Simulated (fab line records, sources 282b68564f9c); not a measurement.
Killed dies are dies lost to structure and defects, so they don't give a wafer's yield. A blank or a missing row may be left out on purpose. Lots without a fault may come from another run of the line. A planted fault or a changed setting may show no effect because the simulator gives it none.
fab line records | flow rit_cmos
record lots=5 wafers=23
route steps=202 shown M1@196
start_h: hours from the record's first day to the start of the lot's first wafer shown | wait_h: hours since the lot's step before | " the same as in the row above | L1.1+2: a row that stands for several wafers | - no value, or no start given | * or withheld: withheld | < > ~ a bound
route shown NAME@n: a module of which the file shows steps, and the number in the route of the first | usual: mean/standard deviation of fault-free wafers | same: alike in all rows | chamber/n: place in a boat | sites: the reading at each site | _std_site: their standard deviation | _edge_site: outer sites' mean less inner sites' | radius_mm: how far each site lies from the wafer's centre | mask NAME#n: copy n | behind: the tool/chamber that last shaped the wafer | hold: why the lot was held/for how many hours/how that ended | device: the transistor (n, p or np) that didn't switch | end of line: the same wafers' tests at the end of the route | a step without rows: its recipe alone | killed: dies lost to structure and defects at the first sort, not the wafer's yield | map: a wafer's dies, x killed, . not, _ none there
set.NAME: the setting as run; set.NAME@STEP: as run at that earlier step | model.NAME: the simulator's own value behind a step, which no gauge read
lots whose settings were changed on purpose; a table a step, a row a wafer
## steps
# step RIT_M1_METAL_ETCH_12
# recipe stop_on=SiO2 chemistry=Cl2/BCl3 target=Al time_s=165 over_etch_frac=0.5 pressure_mtorr=100 target_depth_a=6000 rf_w=250 Cl2_flow_sccm=60 bcl3_flow_sccm=50
# columns lot.wafer tool chamber start_h wait_h set.over_etch_frac model.NOVOLAK_of_M1_COAT_04.thk_nm
L074.2 rie_metal-04 1 55.49 0.2 0.3812 814.2
L074.3 " 0 " " 0.5 786.9
L074.4 " 1 " " 0.3812 -
L074.5 " 1 " " 0.3812 817.9
L074.6 " 0 " " 0.5 -
L076.2+6 rie_metal-03 1 65.49 0.2 0.5 -
L076.3 " 1 " " 0.4128 822.8
L076.4 " 0 " " 0.5 809.3
L076.5 " 0 " " 0.4128 829.9
L081.1 rie_metal-01 0 89.15 0.2 0.3529 839.2
L081.2 " 1 " " 0.5 811.4
L081.3 " 1 " " 0.5 812.9
L081.4 " 0 " " 0.3529 839.8
L081.5 " 1 " " 0.5 815.8
L083.1 rie_metal-04 1 100.36 0.2 0.5 795.6
L083.2 " 0 " " 0.5 796.4
L083.5 " 1 " " 0.5 796.8
L085.2+6 rie_metal-03 0 110.40 0.2 0.5 -
L085.3 " 0 " " 0.4323 826.5
L085.4 " 1 " " 0.5 806.2
L085.5 " 1 " " 0.4323 -
# step RIT_M1_STRIP_13
# recipe chemistry=nmp resist=NOVOLAK temp_c=80 time_s=600 dry=n2_spin
# step RIT_M1_STRIP_14
# recipe chemistry=O2 time_s=180 platen_temp_c=withheld power_w=500 pressure_mtorr=4000 o2_flow_sccm=4000
# step RIT_M1_CD_MEAS_90
# recipe target_cd_nm=2600
# usual cd_nm=2599.3/2
# columns lot.wafer tool chamber start_h wait_h set.develop_time_s@M1_DEVELOP_08 cd_nm
L074.2 cd_sem-02 - 56.02 0.1 68 2601.0
L074.3 " - " " 60.78 2612.0
L074.4 " - " " 68 2599.7
L074.5 " - " " 60.78 2612.5
L074.6 " - " " 68 2602.0
L076.2 cd_sem-02 - 66.02 0.1 68 2598.9
L076.3 " - " " 75.56 2590.7
L076.4 " - " " 75.56 2589.6
L076.5 " - " " 68 2602.2
L076.6 " - " " 75.56 2589.9
L081.1 cd_sem-02 - 89.66 0.1 75.69 2589.4
L081.2 " - " " 75.69 2590.2
L081.3 " - " " 68 2600.3
L081.4 " - " " 68 2602.7
L081.5 " - " " 75.69 2591.2
L083.1 cd_sem-01 - 101.04 0.1 68 2600.9
L083.2 " - " " 68 2596.5
L083.5 " - " " 68 2599.1
L085.2 cd_sem-02 - 110.93 0.1 68 2601.9
L085.3 " - " " 68 2601.9
L085.4 " - " " 68 2600.4
L085.5 " - " " 68 2599.0
L085.6 " - " " 68 2602.5
# step RIT_M1_ANNEAL_15
# recipe temp_c=450 time_s=1800 ambient=forming_gas_H2N2
# step RIT_M1_PROBE_99
# usual killed_at_front_end=8/3.4 killed_dies=8/3.4 killed_open=3.6/2.4 killed_short=4.0/1.9
# same gross_dies=264 killed_at_M0_to_M3=0 killed_at_M4_up=0 killed_at_back_side=0 killed_at_contacts=0 killed_at_other=0
# columns lot.wafer tool chamber start_h wait_h set.dev_temp_c@GATE_DEVELOP_15 killed_at_front_end killed_dies killed_open killed_short model.etest.pmos_0p15.r_on_ohm_um model.etest.nmos_0p3.r_on_ohm_um model.etest.nmos_0p15.r_on_ohm_um model.etest.nmos_0p15.drive_ua_um
L074.2 prober-01 - 58.72 0.1 23 12 12 6 6 3404 2501 1327 381.8
L074.3 prober-01 - 58.77 0.2 23 7 7 1 6 3435 2474 1307 390.2
L074.4 prober-01 - 58.82 0.2 23 9 9 3 6 3448 2494 1345 380.4
L074.5 prober-01 - 58.87 0.2 23 7 7 5 2 3360 2464 1279 393.2
L074.6 prober-01 - 58.92 0.2 23 4 4 2 2 3330 2429 1298 388.8
L076.2 prober-01 - 67.79 0.1 24.37 8 8 5 3 4501 2907 1498 292.3
L076.3 prober-01 - 67.84 0.2 23 3 3 2 1 4016 2798 1388 326.1
L076.4 prober-01 - 67.89 0.2 23 6 6 2 4 4271 2816 1436 320.8
L076.5 prober-01 - 67.94 0.2 23 2 2 1 1 3943 2832 1376 331.5
L076.6 prober-01 - 67.99 0.2 24.37 2 2 1 1 4419 2854 1470 299.2
L081.1 prober-02 - 91.40 0.1 23 5 5 1 4 2561 1935 1054 541.8
L081.2 prober-02 - 91.45 0.1 23 8 8 4 4 - - - -
L081.3 prober-02 - 91.50 0.2 23 4 4 2 2 2565 1934 1063 536.1
L081.4 prober-02 - 91.55 0.2 23 4 4 2 2 - - - -
L081.5 prober-02 - 91.60 0.2 23 6 6 2 4 2517 1927 1045 547.1
L083.1 prober-02 - 103.61 0.1 23 5 5 2 3 2847 2270 1161 442.7
L083.2 prober-02 - 103.66 0.1 23 12 12 7 5 2761 2217 1144 459.9
L083.5 prober-02 - 103.81 0.2 23 8 8 2 6 2797 2227 1127 451.2
L085.2 prober-02 - 113.72 0.1 23 11 11 7 4 2516 2238 1094 462.8
L085.3 prober-02 - 113.77 0.2 20.69 14 14 4 7 2146 2094 947.2 548.6
L085.4 prober-02 - 113.82 0.2 20.69 8 8 4 3 2170 2112 963.7 535.9
L085.5 prober-02 - 113.87 0.2 23 8 8 2 6 2539 2223 1074 461.9
L085.6 prober-02 - 113.92 0.2 23 15 15 7 8 2513 2204 1063 469.6
# killed by level:class
L074.2 GATE:geometric_particle:open=3 GATE:geometric_particle:short=3 FOX1:geometric_particle:short=2 SPACER:geometric_particle:open=2 FOX2:geometric_particle:open=1 SILICIDE:geometric_particle:short=1
L074.3 GATE:geometric_particle:short=3 SPACER:geometric_particle:short=3 GATE:geometric_particle:open=1
L074.4 GATE:geometric_particle:short=3 FOX1:geometric_particle:short=2 FOX1:geometric_particle:open=1 GATE:geometric_particle:open=1 REOX:geometric_particle:short=1 SILICIDE:geometric_particle:open=1
L074.5 SPACER:geometric_particle:open=2 FOX1:geometric_particle:open=1 GATE:geometric_particle:short=1 GATE:geometric_particle:open=1 REOX:geometric_particle:short=1 SILICIDE:geometric_particle:open=1
L074.6 GATE:geometric_particle:short=1 GATE:geometric_particle:open=1 REOX:geometric_particle:open=1 SPACER:geometric_particle:short=1
L076.2 GATE:geometric_particle:open=2 SPACER:geometric_particle:open=2 FOX1:geometric_particle:short=1 FOX1:geometric_particle:open=1 REOX:geometric_particle:short=1 SPACER:geometric_particle:short=1
L076.3 FOX1:geometric_particle:open=1 SPACER:geometric_particle:open=1 SPACER:geometric_particle:short=1
L076.4 FOX1:geometric_particle:short=2 SPACER:geometric_particle:short=2 FOX1:geometric_particle:open=1 SPACER:geometric_particle:open=1
L076.5 GATE:geometric_particle:open=1 SILICIDE:geometric_particle:short=1
L076.6 FOX1:geometric_particle:open=1 GATE:geometric_particle:short=1
L081.1 FOX1:geometric_particle:short=3 FOX1:geometric_particle:open=1 SPACER:geometric_particle:short=1
L081.2 REOX:geometric_particle:short=2 FOX1:geometric_particle:short=1 FOX1:geometric_particle:open=1 GATE:geometric_particle:open=1 SPACER:geometric_particle:short=1 SPACER:geometric_particle:open=1 SILICIDE:geometric_particle:open=1
L081.3 REOX:geometric_particle:open=2 FOX1:geometric_particle:short=1 GATE:geometric_particle:short=1
L081.4 GATE:geometric_particle:open=1 GATE:geometric_particle:short=1 REOX:geometric_particle:short=1 SPACER:geometric_particle:open=1
L081.5 FOX1:geometric_particle:short=1 GATE:geometric_particle:short=1 GATE:geometric_particle:open=1 REOX:geometric_particle:short=1 SPACER:geometric_particle:short=1 SPACER:geometric_particle:open=1
L083.1 REOX:geometric_particle:short=2 FOX2:geometric_particle:short=1 REOX:geometric_particle:open=1 SILICIDE:geometric_particle:open=1
L083.2 FOX1:geometric_particle:open=3 GATE:geometric_particle:open=3 GATE:geometric_particle:short=2 REOX:geometric_particle:short=2 FOX1:geometric_particle:short=1 SPACER:geometric_particle:open=1
L083.5 FOX1:geometric_particle:short=2 GATE:geometric_particle:short=2 REOX:geometric_particle:short=2 GATE:geometric_particle:open=1 SILICIDE:geometric_particle:open=1
L085.2 FOX1:geometric_particle:open=2 REOX:geometric_particle:open=2 FOX1:geometric_particle:short=1 FOX2:geometric_particle:open=1 GATE:geometric_particle:open=1 GATE:geometric_particle:short=1 SPACER:geometric_particle:open=1 SPACER:geometric_particle:short=1
L085.3 GATE:geometric_particle:short=3 GATE:area_develop=3 FOX1:geometric_particle:open=1 FOX2:geometric_particle:short=1 FOX2:geometric_particle:open=1 REOX:geometric_particle:short=1 REOX:geometric_particle:open=1 SPACER:geometric_particle:short=1
L085.4 GATE:geometric_particle:open=2 GATE:geometric_particle:short=1 REOX:geometric_particle:short=1 REOX:geometric_particle:open=1 SPACER:geometric_particle:short=1 SILICIDE:geometric_particle:open=1 GATE:area_develop=1
L085.5 GATE:geometric_particle:short=3 REOX:geometric_particle:short=2 FOX1:geometric_particle:open=1 FOX2:geometric_particle:short=1 FOX2:geometric_particle:open=1
L085.6 GATE:geometric_particle:open=4 FOX2:geometric_particle:short=3 GATE:geometric_particle:short=3 FOX1:geometric_particle:short=2 FOX1:geometric_particle:open=1 REOX:geometric_particle:open=1 SPACER:geometric_particle:open=1
## key
split step=RIT_M1_METAL_ETCH_12 setting=over_etch_frac stated=0.5 by=wafer
response step=RIT_M1_METAL_ETCH_12 reading=model.NOVOLAK_of_M1_COAT_04.thk_nm change=-1.01 per=1% r=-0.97
split outside_this_file step=RIT_GATE_DEVELOP_15 setting=dev_temp_c
split outside_this_file step=RIT_M1_DEVELOP_08 setting=develop_time_s
# split outside_this_file: this setting was split too, and the file shows its column; the key of that split is in another file
